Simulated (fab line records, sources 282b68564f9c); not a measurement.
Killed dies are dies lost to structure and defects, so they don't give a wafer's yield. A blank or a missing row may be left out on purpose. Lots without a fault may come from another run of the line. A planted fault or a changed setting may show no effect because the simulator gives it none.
fab line records | flow rit_cmos | part 2 of 2: steps 33 to 43 of 43
record lots=5 wafers=15 last_day=7
route steps=202 shown NLDD@113 PLDD@114 SPACER@125 NSD@131 PSD@142 SDANNEAL@153
lots that met no fault: from a run of the same line without faults
start_h: hours from the record's first day to the start of the lot's first wafer shown | wait_h: hours since the lot's step before | " the same as in the row above | L1.1+2: a row that stands for several wafers | - no value, or no start given | * or withheld: withheld | < > ~ a bound
route shown NAME@n: a module of which the file shows steps, and the number in the route of the first | usual: mean/standard deviation of fault-free wafers | same: alike in all rows | chamber/n: place in a boat | sites: the reading at each site | _std_site: their standard deviation | _edge_site: outer sites' mean less inner sites' | radius_mm: how far each site lies from the wafer's centre | mask NAME#n: copy n | behind: the tool/chamber that last shaped the wafer | hold: why the lot was held/for how many hours/how that ended | device: the transistor (n, p or np) that didn't switch | end of line: the same wafers' tests at the end of the route | a step without rows: its recipe alone | killed: dies lost to structure and defects at the first sort, not the wafer's yield | map: a wafer's dies, x killed, . not, _ none there
set.NAME: the setting as run; set.NAME@STEP: as run at that earlier step | model.NAME: the simulator's own value behind a step, which no gauge read
lots at some steps of the route; a table a step, a row a wafer
services: from which hour (start_h, from the record's first day; less than 0 if before it) a tool's chamber was out of use, for how many hours, and why
## steps
# step RIT_PSD_EXPOSE_03
# recipe mask_id=M10 na=0.57 target_cd_nm=40900 dose_mj=250
# usual exposure_dose_mJ_cm2=249.96/0.25 reticle_temp_C=23.01/0.11
# columns lot.wafer tool chamber start_h wait_h mask exposure_dose_mJ_cm2 reticle_temp_C
L080.4 iline_stepper-02 0 79.53 0.2 M10#0 250.22 23.04
L080.5 " 0 " " M10#0 250.06 23.08
L080.6 " 0 " " M10#0 250.20 23.04
L082.3 iline_stepper-01 0 90.12 0.2 M10#0 249.94 23.12
L082.4 " 0 " " M10#0 250.20 23.01
L082.5 " 0 " " M10#0 250.29 23.05
L089.2 iline_stepper-01 0 123.62 0.1 M10#0 249.85 23.01
L089.3 " 0 " " M10#0 249.89 22.88
L089.6 " 0 " " M10#0 249.91 22.99
L094.1 iline_stepper-01 0 151.94 0.1 M10#0 249.84 22.94
L094.3 " 0 " " M10#0 249.97 22.80
L094.4 " 0 " " M10#0 250.00 22.94
L096.2 iline_stepper-02 0 160.06 0.1 M10#0 250.05 23.02
L096.3 " 0 " " M10#0 250.02 23.16
L096.4 " 0 " " M10#0 249.86 22.89
# step RIT_PSD_PEB_04
# recipe resist=NOVOLAK temp_c=withheld time_s=withheld
# columns lot.wafer tool chamber start_h wait_h
L080.4+5+6 litho_track-01 0 79.67 0.1
L082.3+4+5 litho_track-04 0 90.24 0.1
L089.2+3+6 litho_track-03 0 123.74 0.1
L094.1+3+4 litho_track-01 0 152.06 0.1
L096.2+3+4 litho_track-01 0 160.18 0.1
# step RIT_PSD_DEVELOP_05
# recipe resist=NOVOLAK develop_time_s=50 dev_temp_c=23
# same develop_time_s=50
# columns lot.wafer tool chamber start_h wait_h
L080.4+5+6 litho_track-01 0 - -
L082.3+4+5 litho_track-04 0 - -
L089.2+3+6 litho_track-03 0 - -
L094.1+3+4 litho_track-01 0 - -
L096.2+3+4 litho_track-01 0 - -
# step RIT_PSD_OVL_MEAS_06
# usual PSD_OVL=0.0/1.5
# columns lot.wafer tool chamber start_h wait_h PSD_OVL[nm]
L080.4 overlay-01 - 79.89 - 1.8
L080.5 " - " " 1.2
L080.6 " - " " 3.2
L082.3 overlay-01 - 90.49 - -1.5
L082.4 " - " " 0.2
L082.5 " - " " -0.8
L089.2 overlay-01 - 124.00 - -2.6
L089.3 " - " " -3.5
L089.6 " - " " -3.4
L094.1 overlay-01 - 152.34 - -0.7
L094.3 " - " " 0.6
L094.4 " - " " -0.7
L096.2 overlay-02 - 160.44 - 0.1
L096.3 " - " " -0.2
L096.4 " - " " 0.3
# step RIT_PSD_HARDBAKE_07
# recipe resist=NOVOLAK temp_c=140 time_s=60
# columns lot.wafer tool chamber start_h wait_h
L080.4+5+6 litho_track-04 0 79.99 0.1
L082.3+4+5 litho_track-03 0 90.56 0.1
L089.2+3+6 litho_track-01 0 124.06 0.0
L094.1+3+4 litho_track-03 0 152.38 0.0
L096.2+3+4 litho_track-01 0 160.50 0.0
# step RIT_PSD_IMPLANT_08
# recipe species=BF2 energy_kev=27 dose_cm2=5.057e+15 tilt_deg=7
# usual end_station_pressure_torr=1.34e-05/7.9e-07
# columns lot.wafer tool chamber start_h wait_h end_station_pressure_torr
L080.4 implanter-02 0 80.14 0.1 1.48e-05
L080.5 " 0 " " 1.35e-05
L080.6 " 0 " " 1.37e-05
L082.3 implanter-01 0 90.71 0.1 1.26e-05
L082.4 " 0 " " 1.29e-05
L082.5 " 0 " " 1.37e-05
L089.2 implanter-02 0 124.21 0.1 1.4e-05
L089.3 " 0 " " 1.48e-05
L089.6 " 0 " " 1.37e-05
L094.1 implanter-02 0 152.53 0.1 1.33e-05
L094.3 " 0 " " 1.49e-05
L094.4 " 0 " " 1.42e-05
L096.2 implanter-04 0 160.65 0.1 1.23e-05
L096.3 " 0 " " 1.26e-05
L096.4 " 0 " " 1.25e-05
# step RIT_PSD_STRIP_09
# recipe chemistry=O2 time_s=180 resist=NOVOLAK platen_temp_c=withheld power_w=500 pressure_mtorr=4000 o2_flow_sccm=4000
# usual drypump_motor_current_A=5.5/0.44 o2_flow_sccm=4001/13
# columns lot.wafer tool chamber start_h wait_h drypump_motor_current_A o2_flow_sccm rf_hours_counter_h
L080.4 plasma_asher-04 1 80.27 0.1 5.6 3998 -
L080.5 " 1 " " 5.6 3995 -
L080.6 " 0 " " 5.2 4019 -
L082.3 plasma_asher-04 1 90.87 0.1 5.6 4005 -
L082.4 " 0 " " 5.2 4003 -
L082.5 " 1 " " 5.6 4023 -
L089.2 plasma_asher-01 0 124.33 0.1 5.6 4013 49
L089.3 " 0 " " 5.6 4007 -
L089.6 " 0 " " 5.6 4009 -
L094.1 plasma_asher-01 0 152.68 0.1 5.6 4004 52
L094.3 " 1 " " 5.7 3993 -
L094.4 " 0 " " 5.6 3996 -
L096.2 plasma_asher-04 0 160.77 0.1 5.2 4015 42
L096.3 " 0 " " 5.2 3998 -
L096.4 " 1 " " 5.6 4019 -
# step RIT_PSD_TW_MEAS_10
# usual PSD_TW=3431/15
# columns lot.wafer tool chamber start_h wait_h PSD_TW
L080.4 film_metro-04 - 80.42 0.1 3433
L080.5 " - " " 3434
L080.6 " - " " 3427
L082.3 film_metro-04 - 91.01 0.1 3413
L082.4 " - " " 3415
L082.5 " - " " 3417
L089.2 film_metro-04 - 124.52 0.1 3419
L089.3 " - " " 3395
L089.6 " - " " 3406
L094.1 film_metro-02 - 152.86 0.1 3454
L094.3 " - " " 3445
L094.4 " - " " 3465
L096.2 film_metro-04 - 160.96 0.1 3429
L096.3 " - " " 3419
L096.4 " - " " 3425
# step RIT_SDANNEAL_CLEAN_00
# recipe chemistry=SC1 mix=3:3:50 time_s=600 temp_c=75
# usual bath_guard_temp_C=74.9/0.54 bath_heat_duty_pct=15.4/1.5
# columns lot.wafer tool chamber start_h wait_h bath_guard_temp_C bath_heat_duty_pct
L080.4 wet_bench-01 0 80.45 0.0 75.0 14.0
L080.5 " 0 " " 75.5 15.1
L080.6 " 0 " " 75.0 15.6
L082.3 wet_bench-01 3 91.05 0.0 75.4 14.6
L082.4 " 3 " " 75.8 16.5
L082.5 " 3 " " 76.1 13.9
L089.2 wet_bench-03 3 124.57 0.0 75.3 17.4
L089.3 " 3 " " 74.7 17.3
L089.6 " 3 " " 74.9 17.3
L094.1 wet_bench-02 2 152.92 0.1 74.8 15.9
L094.3 " 2 " " 74.5 13.7
L094.4 " 2 " " 74.7 13.6
L096.2 wet_bench-01 3 161.01 0.0 75.9 14.7
L096.3 " 3 " " 76.1 13.6
L096.4 " 3 " " 75.9 13.3
# step RIT_SDANNEAL_CLEAN_01
# recipe chemistry=dHF dilution=50:1 time_s=30
# columns lot.wafer tool chamber start_h wait_h
L080.4+5+6 wet_bench-03 2 80.62 0.0
L082.3+4+5 wet_bench-03 1 91.24 0.0
L089.2+3+6 wet_bench-01 1 124.76 0.0
L094.1+3+4 wet_bench-01 1 153.11 0.0
L096.2+3+4 wet_bench-03 2 161.18 0.0
# step RIT_SDANNEAL_CLEAN_02
# recipe chemistry=SC2 mix=3:3:50 time_s=600 temp_c=75 dry=n2_spin
# usual bath_guard_temp_C=75.2/0.55 bath_heat_duty_pct=15.4/1.6
# columns lot.wafer tool chamber start_h wait_h bath_guard_temp_C bath_heat_duty_pct
L080.4 wet_bench-02 1 80.64 0.0 75.0 19.7
L080.5 " 1 " " 74.6 17.9
L080.6 " 1 " " 74.3 18.0
L082.3 wet_bench-01 3 91.27 0.0 75.5 14.2
L082.4 " 3 " " 75.8 13.8
L082.5 " 3 " " 75.9 14.9
L089.2 wet_bench-02 2 124.78 0.0 74.5 15.9
L089.3 " 2 " " 74.4 15.8
L089.6 " 2 " " 74.8 14.3
L094.1 wet_bench-03 3 153.12 0.0 74.8 16.0
L094.3 " 3 " " 75.0 17.5
L094.4 " 3 " " 75.0 16.4
L096.2 wet_bench-02 0 161.20 0.0 74.5 15.9
L096.3 " 0 " " 74.5 16.7
L096.4 " 0 " " 74.8 17.5
## services
# columns tool chamber start_h hours kind
implanter-01 - 63.30 4.4 pm
implanter-01 - 67.68 3.4 pm
implanter-04 - 70.29 3.6 pm
rie_diel-03 1 76.94 5.7 repair
rie_diel-01 2 77.17 2.2 repair
plasma_asher-01 - 83.32 14.6 pm
rie_diel-01 2 89.83 1.3 repair
wet_bench-02 - 90.96 2.8 repair
lpcvd-02 - 101.81 0.9 repair
implanter-04 - 105.84 5.2 repair
plasma_asher-02 - 108.75 9.0 pm
plasma_asher-02 0 108.75 9.0 vent_cycle
plasma_asher-02 1 108.75 9.0 vent_cycle
rie_diel-04 3 109.86 1.9 repair
rie_diel-03 2 116.15 2.5 repair
plasma_asher-02 - 117.75 2.8 pm
rie_diel-03 - 120.86 4.3 pm
iline_stepper-01 - 135.02 2.7 repair
rie_diel-01 0 135.18 18.1 repair
lpcvd-02 - 140.86 6.0 pm
rie_diel-03 3 146.38 4.0 repair
implanter-03 - 154.72 2.3 repair
implanter-03 - 156.97 4.6 pm
rie_diel-04 3 160.35 4.1 repair
